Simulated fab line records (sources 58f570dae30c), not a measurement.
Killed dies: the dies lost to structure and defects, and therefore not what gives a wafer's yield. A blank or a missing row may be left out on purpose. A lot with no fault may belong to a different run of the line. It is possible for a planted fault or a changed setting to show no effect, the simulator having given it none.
What tool caused it? / flow berkeley-cmos170 / 15 lots with 45 wafers sampled at 6 steps, on a route of 331 steps

## WHAT THE GAUGES READ, wafer by wafer
UCB170_PWELL_THK_MEAS_03.
lot=L183; measured=day 3 10:53; on=film-metro-01; PWELL_OXIDE_THK (nm)=26.3 26.4 26.5
lot=L184; measured=day 4 02:50; on=film-metro-02; PWELL_OXIDE_THK (nm)=25.8 25.9 26.1
lot=L185; measured=day 4 02:51; on=film-metro-01; PWELL_OXIDE_THK (nm)=26.5 26.7 26.7
lot=L186; measured=day 4 16:32; on=film-metro-01; PWELL_OXIDE_THK (nm)=25.4 25.2 25.6
lot=L190; measured=day 5 04:37; on=film-metro-02; PWELL_OXIDE_THK (nm)=26.4 26.8 26.3
lot=L189; measured=day 5 04:40; on=film-metro-02; PWELL_OXIDE_THK (nm)=25.8 26.4 26.1
lot=L192; measured=day 5 04:40; on=film-metro-01; PWELL_OXIDE_THK (nm)=26.5 27.0 27.0
lot=L194; measured=day 5 21:51; on=film-metro-02; PWELL_OXIDE_THK (nm)=26.0 26.0 25.8
lot=L197; measured=day 6 08:23; on=film-metro-04; PWELL_OXIDE_THK (nm)=25.8 25.7 25.6
lot=L200; measured=day 6 08:26; on=film-metro-01; PWELL_OXIDE_THK (nm)=26.0 25.9 25.9
lot=L198; measured=day 6 08:26; on=film-metro-02; PWELL_OXIDE_THK (nm)=26.6 26.1 26.1
lot=L202; measured=day 6 23:24; on=film-metro-01; PWELL_OXIDE_THK (nm)=25.7 25.7 25.7
lot=L204; measured=day 7 11:41; on=film-metro-02; PWELL_OXIDE_THK (nm)=26.3 27.1 27.4
lot=L203; measured=day 7 11:42; on=film-metro-01; PWELL_OXIDE_THK (nm)=26.6 27.0 26.9
lot=L205; measured=day 7 18:30; on=film-metro-04; PWELL_OXIDE_THK (nm)=26.2 26.6 26.4

UCB170_PWELL_OVL_MEAS_13.
lot=L183; measured=day 4 00:24; on=overlay-01; PWELL_OVL (nm)=-4 2 -4
lot=L184; measured=day 4 15:51; on=overlay-01; PWELL_OVL (nm)=-2 -4 -8
lot=L185; measured=day 4 15:35; on=overlay-02; PWELL_OVL (nm)=-2 2 1
lot=L186; measured=day 5 05:52; on=overlay-01; PWELL_OVL (nm)=2 0 -2
lot=L190; measured=day 5 16:10; on=overlay-02; PWELL_OVL (nm)=-2 -8 -6
lot=L189; measured=day 5 16:52; on=overlay-01; PWELL_OVL (nm)=-2 -5 0
lot=L192; measured=day 5 17:13; on=overlay-01; PWELL_OVL (nm)=1 0 -5
lot=L194; measured=day 6 06:36; on=overlay-01; PWELL_OVL (nm)=-5 -12 -9
lot=L197; measured=day 6 20:04; on=overlay-01; PWELL_OVL (nm)=-4 -6 -2
lot=L200; measured=day 6 19:43; on=overlay-02; PWELL_OVL (nm)=-4 5 -1
lot=L198; measured=day 6 20:20; on=overlay-01; PWELL_OVL (nm)=2 -2 1
lot=L202; measured=day 7 09:43; on=overlay-02; PWELL_OVL (nm)=-7 -5 -1
lot=L204; measured=day 7 21:43; on=overlay-01; PWELL_OVL (nm)=3 -4 -2
lot=L203; measured=day 7 21:41; on=overlay-01; PWELL_OVL (nm)=4 -8 -2
lot=L205; measured=day 8 03:53; on=overlay-02; PWELL_OVL (nm)=-7 -6 -7

UCB170_NLDD_TW_MEAS_11.
lot=L183; measured=day 8 05:59; on=film-metro-03; NLDD_TW=2199 2192 2195
lot=L184; measured=day 8 15:59; on=film-metro-04; NLDD_TW=2248 2247 2258
lot=L185; measured=day 8 16:14; on=film-metro-03; NLDD_TW=2206 2209 2198
lot=L186; measured=day 9 04:25; on=film-metro-01; NLDD_TW=2235 2240 2233
lot=L190; measured=day 9 21:52; on=film-metro-03; NLDD_TW=2096 2099 2096
lot=L189; measured=day 9 23:58; on=film-metro-04; NLDD_TW=2155 2153 2142
lot=L192; measured=day 9 21:07; on=film-metro-03; NLDD_TW=2103 2115 2106
lot=L194; measured=day 10 11:34; on=film-metro-01; NLDD_TW=2226 2228 2213
lot=L197; measured=day 11 01:33; on=film-metro-04; NLDD_TW=2240 2234 2240
lot=L200; measured=day 11 02:22; on=film-metro-04; NLDD_TW=2248 2251 2256
lot=L198; measured=day 11 02:19; on=film-metro-03; NLDD_TW=2204 2215 2210
lot=L202; measured=day 11 11:17; on=film-metro-04; NLDD_TW=2255 2242 2252
lot=L204; measured=day 12 00:24; on=film-metro-04; NLDD_TW=2264 2253 2260
lot=L203; measured=day 12 00:40; on=film-metro-01; NLDD_TW=2242 2230 2234
lot=L205; measured=day 12 14:32; on=film-metro-01; NLDD_TW=2247 2244 2255

UCB170_SDANNEAL_RS_MEAS_05: the measuring method here is four-point-probe.
lot=L183; measured=day 8 18:37; on=film-metro-04; NLDD_RS (ohm/sq)=619.2 619.3 618.0
lot=L184; measured=day 9 06:55; on=film-metro-04; NLDD_RS (ohm/sq)=615.9 616.8 615.9
lot=L185; measured=day 9 07:16; on=film-metro-01; NLDD_RS (ohm/sq)=619.7 617.0 616.3
lot=L186; measured=day 9 16:58; on=film-metro-04; NLDD_RS (ohm/sq)=618.3 619.1 616.8
lot=L190; measured=day 10 10:48; on=film-metro-01; NLDD_RS (ohm/sq)=697.9 696.8 697.3
lot=L189; measured=day 10 11:06; on=film-metro-04; NLDD_RS (ohm/sq)=695.7 693.5 694.4
lot=L192; measured=day 10 10:57; on=film-metro-03; NLDD_RS (ohm/sq)=693.3 692.9 693.2
lot=L194; measured=day 11 02:59; on=film-metro-04; NLDD_RS (ohm/sq)=619.5 618.7 620.8
lot=L197; measured=day 11 14:20; on=film-metro-01; NLDD_RS (ohm/sq)=614.2 615.5 617.7
lot=L200; measured=day 11 15:50; on=film-metro-04; NLDD_RS (ohm/sq)=616.4 616.5 616.6
lot=L198; measured=day 11 15:38; on=film-metro-03; NLDD_RS (ohm/sq)=615.0 616.7 616.5
lot=L202; measured=day 12 01:56; on=film-metro-04; NLDD_RS (ohm/sq)=616.5 616.9 617.1
lot=L204; measured=day 12 15:34; on=film-metro-04; NLDD_RS (ohm/sq)=614.5 615.0 615.8
lot=L203; measured=day 12 15:46; on=film-metro-03; NLDD_RS (ohm/sq)=616.7 617.4 615.2
lot=L205; measured=day 13 02:02; on=film-metro-01; NLDD_RS (ohm/sq)=614.1 614.2 615.0

UCB170_V2_OVL_MEAS_13.
lot=L183; measured=day 9 13:27; on=overlay-02; V2_OVL (nm)=2 3 7
lot=L184; measured=day 10 01:35; on=overlay-02; V2_OVL (nm)=-6 -4 -3
lot=L185; measured=day 10 03:40; on=overlay-02; V2_OVL (nm)=-4 -7 1
lot=L186; measured=day 10 15:37; on=overlay-02; V2_OVL (nm)=-8 -7 -5
lot=L190; measured=day 11 07:40; on=overlay-01; V2_OVL (nm)=-5 -9 4
lot=L189; measured=day 11 11:54; on=overlay-01; V2_OVL (nm)=3 -5 1
lot=L192; measured=day 11 06:56; on=overlay-01; V2_OVL (nm)=-1 -5 -3
lot=L194; measured=day 11 22:53; on=overlay-01; V2_OVL (nm)=3 2 3
lot=L197; measured=day 12 06:53; on=overlay-02; V2_OVL (nm)=4 6 0
lot=L200; measured=day 12 13:46; on=overlay-01; V2_OVL (nm)=6 -6 1
lot=L198; measured=day 12 08:20; on=overlay-01; V2_OVL (nm)=2 4 -2
lot=L202; measured=day 12 23:40; on=overlay-02; V2_OVL (nm)=-4 -4 -5
lot=L204; measured=day 13 09:25; on=overlay-01; V2_OVL (nm)=-13 -14 -10
lot=L203; measured=day 13 10:08; on=overlay-01; V2_OVL (nm)=7 2 -1
lot=L205; measured=day 13 23:13; on=overlay-02; V2_OVL (nm)=-16 -6 -12

## TOOL THAT RAN EACH LOT (tool first, then ch and the chambers of the sampled wafers, then the start)
lot=L183; UCB170_NLDD_IMPLANT_08=implanter-02 ch 0, day 8 05:35
lot=L184; UCB170_NLDD_IMPLANT_08=implanter-03 ch 0, day 8 15:35
lot=L185; UCB170_NLDD_IMPLANT_08=implanter-02 ch 0, day 8 15:51
lot=L186; UCB170_NLDD_IMPLANT_08=implanter-02 ch 0, day 9 04:02
lot=L190; UCB170_NLDD_IMPLANT_08=implanter-03 ch 0, day 9 21:28
lot=L189; UCB170_NLDD_IMPLANT_08=implanter-03 ch 0, day 9 23:34
lot=L192; UCB170_NLDD_IMPLANT_08=implanter-03 ch 0, day 9 20:43
lot=L194; UCB170_NLDD_IMPLANT_08=implanter-04 ch 0, day 10 11:10
lot=L197; UCB170_NLDD_IMPLANT_08=implanter-02 ch 0, day 11 01:11
lot=L200; UCB170_NLDD_IMPLANT_08=implanter-02 ch 0, day 11 01:58
lot=L198; UCB170_NLDD_IMPLANT_08=implanter-04 ch 0, day 11 01:56
lot=L202; UCB170_NLDD_IMPLANT_08=implanter-04 ch 0, day 11 10:55
lot=L204; UCB170_NLDD_IMPLANT_08=implanter-02 ch 0, day 12 00:00
lot=L203; UCB170_NLDD_IMPLANT_08=implanter-04 ch 0, day 12 00:17
lot=L205; UCB170_NLDD_IMPLANT_08=implanter-04 ch 0, day 12 14:10
- UCB170_NLDD_IMPLANT_08

## WHAT THE TOOLS THEMSELVES READ (means of the sampled wafers that have a number; where no wafer has one, the mark that the record gives instead)
UCB170_NLDD_IMPLANT_08.
lot=L183; tool=implanter-02; dose-ions-cm2=5e+13; end-station-pressure-torr (Torr)=4.70e-06; faraday-current-uA=155.7
lot=L184; tool=implanter-03; dose-ions-cm2=5e+13; end-station-pressure-torr (Torr)=5.08e-06; faraday-current-uA=159.1
lot=L185; tool=implanter-02; dose-ions-cm2=5e+13; end-station-pressure-torr (Torr)=5.14e-06; faraday-current-uA=160.0
lot=L186; tool=implanter-02; dose-ions-cm2=5e+13; end-station-pressure-torr (Torr)=5.10e-06; faraday-current-uA=157.9
lot=L190; tool=implanter-03; dose-ions-cm2=3e+13; end-station-pressure-torr (Torr)=5.28e-06; faraday-current-uA=107.1
lot=L189; tool=implanter-03; dose-ions-cm2=3e+13; end-station-pressure-torr (Torr)=4.90e-06; faraday-current-uA=106.3
lot=L192; tool=implanter-03; dose-ions-cm2=3e+13; end-station-pressure-torr (Torr)=4.96e-06; faraday-current-uA=105.8
lot=L194; tool=implanter-04; dose-ions-cm2=5e+13; end-station-pressure-torr (Torr)=5.05e-06; faraday-current-uA=159.0
lot=L197; tool=implanter-02; dose-ions-cm2=5e+13; end-station-pressure-torr (Torr)=5.07e-06; faraday-current-uA=159.2
lot=L200; tool=implanter-02; dose-ions-cm2=5e+13; end-station-pressure-torr (Torr)=5.16e-06; faraday-current-uA=156.4
lot=L198; tool=implanter-04; dose-ions-cm2=5e+13; end-station-pressure-torr (Torr)=5.33e-06; faraday-current-uA=158.6
lot=L202; tool=implanter-04; dose-ions-cm2=5e+13; end-station-pressure-torr (Torr)=5.40e-06; faraday-current-uA=160.4
lot=L204; tool=implanter-02; dose-ions-cm2=5e+13; end-station-pressure-torr (Torr)=5.05e-06; faraday-current-uA=158.7
lot=L203; tool=implanter-04; dose-ions-cm2=5e+13; end-station-pressure-torr (Torr)=5.28e-06; faraday-current-uA=158.5
lot=L205; tool=implanter-04; dose-ions-cm2=5e+13; end-station-pressure-torr (Torr)=4.96e-06; faraday-current-uA=158.9

## THE ANSWER, worked out from the rows above alone
Rule: usual is defined by the lots themselves. The widest of any qualifying gaps counts: lots, ordered by their means at a reading, are off when they make up no more than a third of the lots, leave a main group of 4 or more, and stand apart from it by 3 or more times the standard deviation of that group's means. Not used: any main group whose means are identical at the precision the tables above print for the reading. A lot without any number at a reading at which 4 lots or more have one is off too. All remaining lots with rows at the step are treated as sound. After the gauges, taken in route order, come the tools' own readings; for these a lot's mean is taken, as printed above. At the first step where some lot is off, the reading lying furthest off is the one used; lots without a number count as furthest.
Off: L190, L189, L192, seen at UCB170_SDANNEAL_RS_MEAS_05 (NLDD_RS). Mean 616.8 ohm/sq and standard deviation 1.5 in the main group.
If a tool, at a process step before that reading, ran all the lots that are off and no sound lot after the first of them, it fits. The gauges at UCB170_SDANNEAL_RS_MEAS_05 aren't tried: what is off there is off at UCB170_NLDD_IMPLANT_08 too, on other tools, and a gauge's error can't cause that. One fits: implanter-03 at UCB170_NLDD_IMPLANT_08. A fault onset in the window from L184 (day 8 15:35, its last sound lot) to L192 (day 9 20:43, its first lot off) fits.
The tool's own readings at UCB170_NLDD_IMPLANT_08 bear it out: on the lots that are off they differ by more than 5 times the standard deviation of the sound lots' means. dose-ions-cm2 reads 3e+13 there against 5e+13 on the sound lots; faraday-current-uA reads 106.4 there against 158.5 on the sound lots.

## WHAT THE SIMULATOR HAD INSERTED
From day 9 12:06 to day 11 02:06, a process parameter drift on implanter-03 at UCB170_NLDD_IMPLANT_08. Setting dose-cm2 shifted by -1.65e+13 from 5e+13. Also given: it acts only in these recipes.
Shown lots that were struck: L190, L189, L192. The rule above found the same.
